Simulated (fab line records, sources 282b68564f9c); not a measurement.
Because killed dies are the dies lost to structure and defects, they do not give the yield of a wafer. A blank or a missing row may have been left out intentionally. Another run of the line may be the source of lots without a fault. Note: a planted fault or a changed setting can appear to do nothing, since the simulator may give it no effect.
Split-lot experiment + flow rit cmos + 23 wafers read across 5 lots, on a route 202 steps long

== THE SPLIT ==
At RIT_ACTIVE_OXIDATION_01 (target thk 46.8 nm, ox time 3360 s), the setting ox time s was moved away from the recipe's 3360 s on 20 of the 23 wafers read, by -13.8% to +13.3%. The other wafers ran this setting at the recipe's value.

The file shows no step between the split and the reading.

== THE READING ==
ACTIVE_OXIDE_THK (nm), taken at RIT_ACTIVE_THK_MEAS_02. On this fab line, fault-free wafers typically give 46.4 nm with a standard deviation of 0.93 nm.

| wafer  | tool, chamber at the split | ox time s as run, s | against the recipe | ACTIVE_OXIDE_THK, nm | against lot-mates on the recipe |
|--------|----------------------------|---------------------|--------------------|----------------------|---------------------------------|
| L075.1 | -, -                       | 2895                | -13.8%             | 40.7                 | no lot-mate on the recipe       |
| L075.3 | -, -                       | 2895                | -13.8%             | 40.2                 | no lot-mate on the recipe       |
| L075.4 | -, -                       | 2895                | -13.8%             | 41.3                 | no lot-mate on the recipe       |
| L075.5 | -, -                       | 2895                | -13.8%             | 40.2                 | no lot-mate on the recipe       |
| L075.6 | -, -                       | 2895                | -13.8%             | 40.6                 | no lot-mate on the recipe       |
| L079.1 | -, -                       | 3014                | -10.3%             | 42.8                 | no lot-mate on the recipe       |
| L079.2 | -, -                       | 3014                | -10.3%             | 42.8                 | no lot-mate on the recipe       |
| L079.3 | -, -                       | 3014                | -10.3%             | 42.0                 | no lot-mate on the recipe       |
| L079.4 | -, -                       | 3014                | -10.3%             | 43.2                 | no lot-mate on the recipe       |
| L079.5 | -, -                       | 3014                | -10.3%             | 42.5                 | no lot-mate on the recipe       |
| L080.2 | -, -                       | 3691                | +9.9%              | 50.0                 | no lot-mate on the recipe       |
| L080.3 | -, -                       | 3691                | +9.9%              | 50.4                 | no lot-mate on the recipe       |
| L080.4 | -, -                       | 3691                | +9.9%              | 50.8                 | no lot-mate on the recipe       |
| L080.5 | -, -                       | 3691                | +9.9%              | 50.2                 | no lot-mate on the recipe       |
| L080.6 | -, -                       | 3691                | +9.9%              | 49.6                 | no lot-mate on the recipe       |
| L083.1 | furnace-01, 0              | 3360                | recipe             | 45.5                 | -                               |
| L083.2 | furnace-01, 0              | 3360                | recipe             | 45.3                 | -                               |
| L083.6 | furnace-01, 0              | 3360                | recipe             | 45.1                 | -                               |
| L085.1 | -, -                       | 3807                | +13.3%             | 50.2                 | no lot-mate on the recipe       |
| L085.2 | -, -                       | 3807                | +13.3%             | 50.0                 | no lot-mate on the recipe       |
| L085.3 | -, -                       | 3807                | +13.3%             | 50.0                 | no lot-mate on the recipe       |
| L085.5 | -, -                       | 3807                | +13.3%             | 49.5                 | no lot-mate on the recipe       |
| L085.6 | -, -                       | 3807                | +13.3%             | 50.7                 | no lot-mate on the recipe       |

THE FIT
A straight line over all 23 wafers: ACTIVE_OXIDE_THK changes by +0.358 nm for each +1% of ox time s; r = +0.99; the points scatter about the line by 0.71 nm.
Too few moved wafers with a lot-mate on the recipe to fit a line net of each lot's own level.

== THE WHOLE CHAIN: every reading that the file lists as answering this split, in the file's order ==
| step                    | what it does                       | reading                                                                             | change (the file's fit)               | r (the file's) |
|-------------------------|------------------------------------|-------------------------------------------------------------------------------------|---------------------------------------|----------------|
| RIT_ACTIVE_OXIDATION_01 | target thk 46.8 nm, ox time 3360 s | SiO2_of_ACTIVE_OXIDATION_01.thk nm (the simulator's own value, which no gauge read) | +0.357 nm for each +1% of the setting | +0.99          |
| RIT_ACTIVE_THK_MEAS_02  |                                    | ACTIVE_OXIDE_THK                                                                    | +0.357 for each +1% of the setting    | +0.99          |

== THE FILE'S OWN FIT ==
ACTIVE_OXIDE_THK changes by +0.357 nm for each +1% of ox time s, r = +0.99.
